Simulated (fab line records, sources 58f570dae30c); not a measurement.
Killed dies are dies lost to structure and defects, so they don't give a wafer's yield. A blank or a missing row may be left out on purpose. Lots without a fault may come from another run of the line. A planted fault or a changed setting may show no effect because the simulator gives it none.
fab line records | flow berkeley_cmos170
record lots=14 wafers=42 last_day=13
route steps=331 shown GATE@140
lots that met no fault: from a run of the same line without faults
start_h: hours from the record's first day to the start of the lot's first wafer shown | wait_h: hours since the lot's step before | " the same as in the row above | L1.1+2: a row that stands for several wafers | - no value, or no start given | * or withheld: withheld | < > ~ a bound
route shown NAME@n: a module of which the file shows steps, and the number in the route of the first | usual: mean/standard deviation of fault-free wafers | same: alike in all rows | chamber/n: place in a boat | sites: the reading at each site | _std_site: their standard deviation | _edge_site: outer sites' mean less inner sites' | radius_mm: how far each site lies from the wafer's centre | mask NAME#n: copy n | behind: the tool/chamber that last shaped the wafer | hold: why the lot was held/for how many hours/how that ended | device: the transistor (n, p or np) that didn't switch | end of line: the same wafers' tests at the end of the route | a step without rows: its recipe alone | killed: dies lost to structure and defects at the first sort, not the wafer's yield | map: a wafer's dies, x killed, . not, _ none there
set.NAME: the setting as run; set.NAME@STEP: as run at that earlier step | model.NAME: the simulator's own value behind a step, which no gauge read
steps of the route over a sample of lots; a table a step, a row a wafer
services: from which hour (start_h, from the record's first day; less than 0 if before it) a tool's chamber was out of use, for how many hours, and why
## steps
# step UCB170_GATE_ETCH_14
# recipe chemistry=N2/H2 target_depth_a=withheld overetch_a=withheld target=BARC time_s=withheld source_w=500 bias_w=100 pressure_mtorr=30 n2_flow_sccm=100 h2_flow_sccm=200
# usual chamber_pressure_mTorr=29.998/0.028 drypump_motor_current_A=5.7/0.34 n2_flow_sccm=100.03/0.26 oes_product_au=1.006/0.02 throttle_valve_pct=13.32/0.17
# columns lot.wafer tool chamber start_h wait_h chamber_pressure_mTorr drypump_motor_current_A n2_flow_sccm oes_product_au throttle_valve_pct
L253.3 rie_diel-03 2 141.63 0.0 29.996 5.9 100.11 1.020 13.26
L253.5 " 0 " " 30.011 5.4 100.06 1.002 13.23
L253.6 " 1 " " 30.050 5.3 99.89 0.996 13.63
L254.1 rie_diel-02 1 142.18 0.0 30.035 5.0 100.04 0.979 13.07
L254.5 " 2 " " 30.009 6.1 100.08 1.005 13.34
L254.6 " 3 " " 29.950 5.8 100.34 0.996 13.03
L257.1 rie_diel-01 2 152.97 0.0 30.002 5.5 99.51 1.011 13.35
L257.2 " 3 " " 29.999 5.7 100.03 1.023 13.57
L257.4 " 1 " " 29.985 5.6 99.70 1.039 13.33
L256.2 rie_diel-02 1 153.24 0.0 29.999 5.0 99.83 0.982 13.10
L256.5 " 1 " " 30.021 5.0 100.12 0.969 13.07
L256.6 " 0 " " 30.011 5.8 99.94 0.974 13.30
L255.1 rie_diel-01 0 153.32 0.0 29.983 6.0 99.82 1.023 13.49
L255.3 " 1 " " 29.977 5.6 100.40 1.048 13.34
L255.6 " 1 " " 29.996 5.6 100.20 1.044 13.34
L260.3 rie_diel-02 3 175.51 0.0 29.940 5.8 100.09 0.989 13.04
L260.4 " 1 " " 30.023 5.1 100.26 0.984 13.05
L260.6 " 1 " " 30.028 5.0 99.79 0.986 13.08
L259.1 rie_diel-01 2 175.73 0.0 29.992 5.5 99.90 1.021 13.37
L259.2 " 1 " " 30.024 5.6 99.98 1.055 13.33
L259.6 " 2 " " 29.997 5.5 99.99 1.021 13.36
L262.2 rie_diel-01 2 186.42 0.0 29.981 5.5 99.79 0.768 13.35
L262.4 " 1 " " 30.000 5.5 100.26 0.788 13.32
L262.6 " 0 " " 30.018 6.0 99.82 0.766 13.46
L264.2 rie_diel-01 1 210.14 0.0 29.950 5.6 100.12 0.795 13.33
L264.3 " 0 " " 30.020 6.0 99.93 0.781 13.47
L264.4 " 3 " " 29.941 5.7 100.08 0.783 13.54
L267.3 rie_diel-02 0 220.22 0.0 29.995 5.8 100.14 0.972 13.30
L267.5 " 0 " " 30.022 5.8 99.89 0.971 13.29
L267.6 " 3 " " 29.994 5.8 100.42 0.997 13.04
L272.2 rie_diel-02 2 238.48 0.0 29.974 6.1 99.75 1.004 13.36
L272.4 " 0 " " 30.022 5.8 100.39 0.988 13.30
L272.6 " 1 " " 29.993 5.0 100.28 0.979 13.07
L273.1 rie_diel-02 2 248.96 0.0 29.976 6.1 100.01 0.989 13.36
L273.3 " 3 " " 30.009 5.8 99.96 0.994 13.03
L273.6 " 0 " " 30.006 5.8 99.93 0.980 13.30
L271.1 rie_diel-02 2 249.08 0.0 30.013 6.1 100.20 1.000 13.35
L271.2 " 0 " " 29.964 5.8 100.42 0.981 13.31
L271.3 " 1 " " 29.961 5.1 99.61 0.987 13.08
L275.1 rie_diel-03 3 265.03 0.0 30.017 6.6 100.20 1.009 13.28
L275.3 " 0 " " 29.935 5.3 99.97 0.986 13.24
L275.4 " 2 " " 29.990 5.9 100.20 1.011 13.27
## services
# columns tool chamber start_h hours kind
rie_diel-01 - 170.96 4.3 pm
rie_diel-03 2 195.19 5.8 repair
rie_diel-01 0 226.26 5.6 repair
rie_diel-01 3 227.97 16.9 repair
rie_diel-01 2 231.86 7.1 repair
rie_diel-03 1 236.55 7.0 repair
rie_diel-01 0 248.57 - clean
rie_diel-01 0 248.57 25.8 scheduled_down
rie_diel-01 0 248.57 25.8 vent_cycle
rie_diel-02 3 251.18 7.4 repair
## key
first_sign step=UCB170_GATE_ETCH_14 reading=oes_product_au direction=down sigmas=11 usual=1.006 struck=0.780
effect none on later readings
met_at UCB170_GATE_ETCH_14
struck_lots L262,L264
tester_left_out L262,L264
onset_between 175.73 186.42
fault kind=process_parameter_drift tool=rie_diel-01 chamber=- onset_h=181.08 steps=UCB170_GATE_ETCH_14 channel=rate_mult offset=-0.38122 shape=step end_h=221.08
# tester_left_out: of these lots the tester's yield and bins aren't shown, on N5 and GAA mostly nor the transistor test; their killed dies are dies lost to structure and defects alone, not to doping, threshold or leakage, so they don't give the yield
